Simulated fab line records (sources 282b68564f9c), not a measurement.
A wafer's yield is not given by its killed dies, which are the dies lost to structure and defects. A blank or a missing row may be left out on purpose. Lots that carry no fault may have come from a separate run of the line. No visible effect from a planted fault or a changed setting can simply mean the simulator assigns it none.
The same fault as seen by 2 desks / flow rit_cmos / only its own numbers are on each desk; what lay behind them is given at the end

## METROLOGY DESK
Lot by lot, what the gauges showed, no matter which tool ran the lot: averages of those sampled wafers that carry a number. The brackets show how far a lot's mean lies from the usual mean; more than 4 standard deviations puts the lot out of limits, marked OUT.
Columns: A = ACTIVE_OXIDE_THK at RIT_ACTIVE_THK_MEAS_02, usual 46.6 nm; B = ACTIVE_NITRIDE_THK at RIT_ACTIVE_THK_MEAS_04, usual 150.0 nm; C = cd_nm at RIT_ACTIVE_CD_MEAS_11, usual 1399.6 nm; D = cd_nm at RIT_ACTIVE_CD_MEAS_90, usual 1399.7 nm; E = FOX1_OXIDE_THK at RIT_FOX1_THK_MEAS_01, usual 348 nm; F = FOX2_OXIDE_THK at RIT_FOX2_THK_MEAS_01, usual 336 nm; G = FIELD_OXIDE_LEFT_1_THK at RIT_FOX2_THK_MEAS_90, usual 308 nm
lot=L694; first seen here=day 3 04:04; A=47.5; B=149.8; C=1401.1; D=1401.2; E=338; F=334; G=306
lot=L695; first seen here=day 3 09:57; A=46.6; B=151.3; C=1402.0; D=1402.2; E=352; F=340; G=313
lot=L699; first seen here=day 4 05:55; A=45.3; B=152.1; C=1399.1; D=1399.2; E=353; F=345; G=318
lot=L702; first seen here=day 4 20:53; A=46.2; B=147.6; C=1401.9; D=1402.1; E=340; F=336; G=309
lot=L703; first seen here=day 5 03:06; A=45.9; B=150.8; C=1397.7; D=1397.7; E=337; F=328; G=302
lot=L708; first seen here=day 6 02:03; A=47.4; B=151.5; C=1402.8; D=1402.9; E=358; F=342; G=315
Finding of this desk: none of the 6 lots has anything out of limits.

## FOR THE TOOL OWNER'S DESK: rie_diel-04
The tool's own readings at RIT_ACTIVE_ETCH_13 (etches Si3N4 in SF6, stops on SiO2, time 210 s, target depth 210 nm): means of the sampled wafers that have a number, for each lot that ran on this tool. The brackets show how far a lot's mean lies from the usual mean; more than 4 standard deviations puts the lot out of limits, marked OUT.
Columns: A = drypump_motor_current_A at RIT_ACTIVE_ETCH_13, usual 5.52 A; B = oes_product_au at RIT_ACTIVE_ETCH_13, usual 0.819 a.u.; C = throttle_valve_pct at RIT_ACTIVE_ETCH_13, usual 7.50 %
lot=L695; first seen here=day 3 12:36; A=5.56; B=0.822; C=7.54
lot=L699; first seen here=day 4 08:33; A=5.64; B=0.816; C=7.56
lot=L703; first seen here=day 5 05:50; A=5.68; B=0.814; C=7.60
Finding of this desk: none of the 3 lots has anything out of limits.

## TAKEN TOGETHER
At the metrology desk, nothing out of limits was observed.
The tool owner's desk saw nothing out of limits.

## WHAT THE SIMULATOR PUT IN
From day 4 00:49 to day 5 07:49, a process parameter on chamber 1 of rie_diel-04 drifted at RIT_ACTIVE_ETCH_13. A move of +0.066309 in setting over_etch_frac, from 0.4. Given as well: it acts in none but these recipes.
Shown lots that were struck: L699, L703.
